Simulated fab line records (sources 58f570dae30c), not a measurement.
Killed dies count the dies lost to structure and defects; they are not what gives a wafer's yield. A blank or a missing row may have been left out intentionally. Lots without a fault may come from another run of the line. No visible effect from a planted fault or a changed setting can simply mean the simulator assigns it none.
Struck lot and sound lot, side by side -- flow berkeley cmos170 -- 19 out of 331 route steps
Sound: the wafers L711.1, L711.5, L711.6. Struck: wafers L729.3, L729.4, L729.6. At the end, the cause is stated.
Per side, at each step with rows, come the tool, then ch with its chambers, and then its first start. Under that, the readings that differ: sound wafers -- struck wafers -- difference of the means -- sigmas: that difference in standard deviations of wafers without a fault.
alike: a reading whose means differ by less than 2 such deviations, as well as words and numbers matching on both sides. not compared: withheld readings; readings where some wafer has no value; bounds like >300 that might hide an equal value; numbers whose values overlap and for which the record gives no deviation.
A row with sigmas, a row that says differs or no value, or rows on one side alone: a step with any of these is where the two part. Numbers that don't overlap but have no deviation are shown without sigmas and don't part them. Lack of a reading on every wafer of one side parts them only where that side has two or more wafers.

UCB170_NLDD_CD_MEAS_06: target cd 1200 nm.
  sound on cd sem-02 at day 6 03:23; struck on cd sem-02 at day 9 18:54
  alike: cd nm
UCB170_NLDD_OVL_MEAS_07:
  sound on overlay-01 at day 6 03:31; struck on overlay-02 at day 9 18:59
  alike: NLDD_OVL
then, 2 steps without rows for these wafers: UCB170_NLDD_IMPLANT_08; UCB170_NLDD_IMPLANT_09.
UCB170_NLDD_STRIP_10: strips in O2.
  sound on plasma asher-04 ch 0,1, day 6 03:50; struck on plasma asher-02 ch 0,1, day 9 19:21
  alike: drypump motor current A, oes product au, strip time to endpoint s
  not compared: rf hours counter h
UCB170_NLDD_TW_MEAS_11:
  sound on film metro-04 at day 6 03:56; struck on film metro-02 at day 9 19:26
  alike: NLDD_TW
then, 1 step without rows for these wafers: UCB170_NLDD_CLEAN_12 (cleans in SPM, time 600 s).
UCB170_SPACER_CVD_00: deposits SiO2 from TEOS/O2, target thk 376 nm, time 47 s.
  sound on pecvd-04 ch 0,1,2, day 6 04:11; struck on pecvd-01 ch 0,1,2, day 9 19:39
  alike: heater power w, pressure mtorr, susceptor temp C
UCB170_SPACER_THK_MEAS_01:
  sound on film metro-02 at day 6 04:13; struck on film metro-02 at day 9 19:43
  alike: SPACER_TEOS_THK
then, 1 step without rows for these wafers: UCB170_SPACER_ANNEAL_02 (time 1800 s).
UCB170_SPACER_ETCHBACK_03: etches SiO2 in CHF3/CF4/Ar, stops on Si, target depth 376 nm, time 100 s.
  sound on rie diel-01 ch 1,2, day 6 09:17; struck on rie diel-03 ch 1,2,3, day 10 00:15
  alike: cf4 flow sccm, drypump motor current A, oes product au, throttle valve pct
  not compared: rf hours counter h
then, 1 step without rows for these wafers: UCB170_PSD_HMDS_00 (prime time 60 s).
UCB170_PSD_COAT_01: resist thk 900 nm.
  struck on litho track-02, day 10 00:31; sound on litho track-03 ch 0, day 6 09:41
  no value came back on the struck wafers for chill plate temp C (C), dispense pressure kPa (kPa); on the sound wafers chill plate temp C (C) reads 22.93 23.09 22.98
then, 4 steps without rows for these wafers: UCB170_PSD_SOFTBAKE_02 (time 60 s); UCB170_PSD_EXPOSE_03 (exposes mask PSELECT MOD, target cd 1200 nm); UCB170_PSD_PEB_04; UCB170_PSD_DEVELOP_05 (develop time 45 s).
UCB170_PSD_CD_MEAS_06: target cd 1200 nm.
  sound on cd sem-01 at day 6 10:23; struck on cd sem-01 at day 10 01:32
reading,sound,struck,difference,sigmas
cd nm (nm),1200.7 1200.7 1199.7,- - -,no value on the struck wafers,
UCB170_PSD_OVL_MEAS_07:
  sound on overlay-02 at day 6 10:30; struck on overlay-01 at day 10 01:38
reading,sound,struck,difference,sigmas
PSD_OVL (nm),-1 -6 -8,- - -,no value on the struck wafers,

== WHERE THEY PART ==
Earliest at UCB170_PSD_COAT_01; latest, in this record, at UCB170_PSD_OVL_MEAS_07.

WHY: what had been put in by the simulator
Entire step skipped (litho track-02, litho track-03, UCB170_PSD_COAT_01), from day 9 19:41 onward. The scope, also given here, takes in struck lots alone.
